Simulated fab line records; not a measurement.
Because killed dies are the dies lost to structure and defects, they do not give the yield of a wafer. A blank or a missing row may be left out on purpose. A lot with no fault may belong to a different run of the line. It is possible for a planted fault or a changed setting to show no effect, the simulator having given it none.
Problem report, 8D (eight disciplines) form, completed by code + flow rit_cmos + the parts of the form that need people (team, actions taken, sign-off) are left out

== 1. WHAT IS WRONG ==
run_length_s at RIT_PRETRO_SOFTBAKE_02 reads a mean of 76.00 s on 6 wafers of 2 lots; wafers without a fault read 89.12 s with a standard deviation of 0.22. That puts it -60 standard deviations away from the usual mean.
The step: time 60 s.
The first sign was on wafer L492.1 at day 6 06:32, on litho_track-02. At this step, 18 wafers from 6 lots have a number in the record. Rule for "out" (also "out of limits"): further than 4 standard deviations from the usual mean. The rest of the wafers with a number are treated as sound.

== 2. WHAT IT IS; WHAT IT IS NOT ==
| question                    | is                                 | is not                                                             |
|-----------------------------|------------------------------------|--------------------------------------------------------------------|
| which readings at this step | run_length_s, heater_power_total_W | -                                                                  |
| which lots                  | L492, L493                         | L473, L478, L482, L496                                             |
| which wafers of those lots  | all that have a number             | -                                                                  |
| read on which tools         | litho_track-02                     | litho_track-01, litho_track-04                                     |
| when                        | from day 6 06:32                   | up to then (9 sound wafers); but 3 sound wafers of L496 came after |

== 3. THE SUSPECTS, EACH WITH WHAT RULES IT OUT ==
Counting: a tool stays on the suspect list if, at a process step up to the reading, it processed all lots that are out and no sound lot following the first of them.
- litho_track-02 at RIT_PRETRO_SOFTBAKE_02 (time 60 s): kept. All lots that are out passed through it, beginning with L492 at day 6 06:32, and no sound lot followed; its final sound lot before that point was L482 at day 4 03:52. Its own readings are out on those wafers: heater_power_total_W, run_length_s.
After counting, what remains is litho_track-02 at RIT_PRETRO_SOFTBAKE_02.

== 4. THE CAUSE (what the simulator had put in) ==
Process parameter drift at RIT_PRETRO_SOFTBAKE_02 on litho_track-02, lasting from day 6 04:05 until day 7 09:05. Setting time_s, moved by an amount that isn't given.
After counting, this tool was the only one left.

== 5. THE CHAIN OF EFFECTS, in route order ==
Each row: a reading whose mean over the struck wafers that have a number lies more than 3 standard deviations from the usual. Only readings for which the record gives a usual standard deviation are gone through. hours: the time from each lot's start at the first step in this table that gives one to its start at this step, as a median over the lots. sigmas: the change in usual standard deviations.
| hours | step                   | reading              | usual   | on struck wafers | change | sigmas |
|-------|------------------------|----------------------|---------|------------------|--------|--------|
| 0     | RIT_PRETRO_SOFTBAKE_02 | heater_power_total_W | 34.56 W | 37.01            | +2.45  | +44    |
| 0     | RIT_PRETRO_SOFTBAKE_02 | run_length_s         | 89.12 s | 76.00            | -13.12 | -60    |
Process steps it contains:
- RIT_PRETRO_SOFTBAKE_02: time 60 s.
At these later measuring or inspecting steps, every struck wafer for which the step has a row has a number for every such reading, and none has moved that far: RIT_PRETRO_OVL_MEAS_06.

== 6. WHAT WOULD HAVE CAUGHT IT SOONER ==
In this record the first reading out of limits was taken at day 6 06:32, 2 hours after the fault began at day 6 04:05.
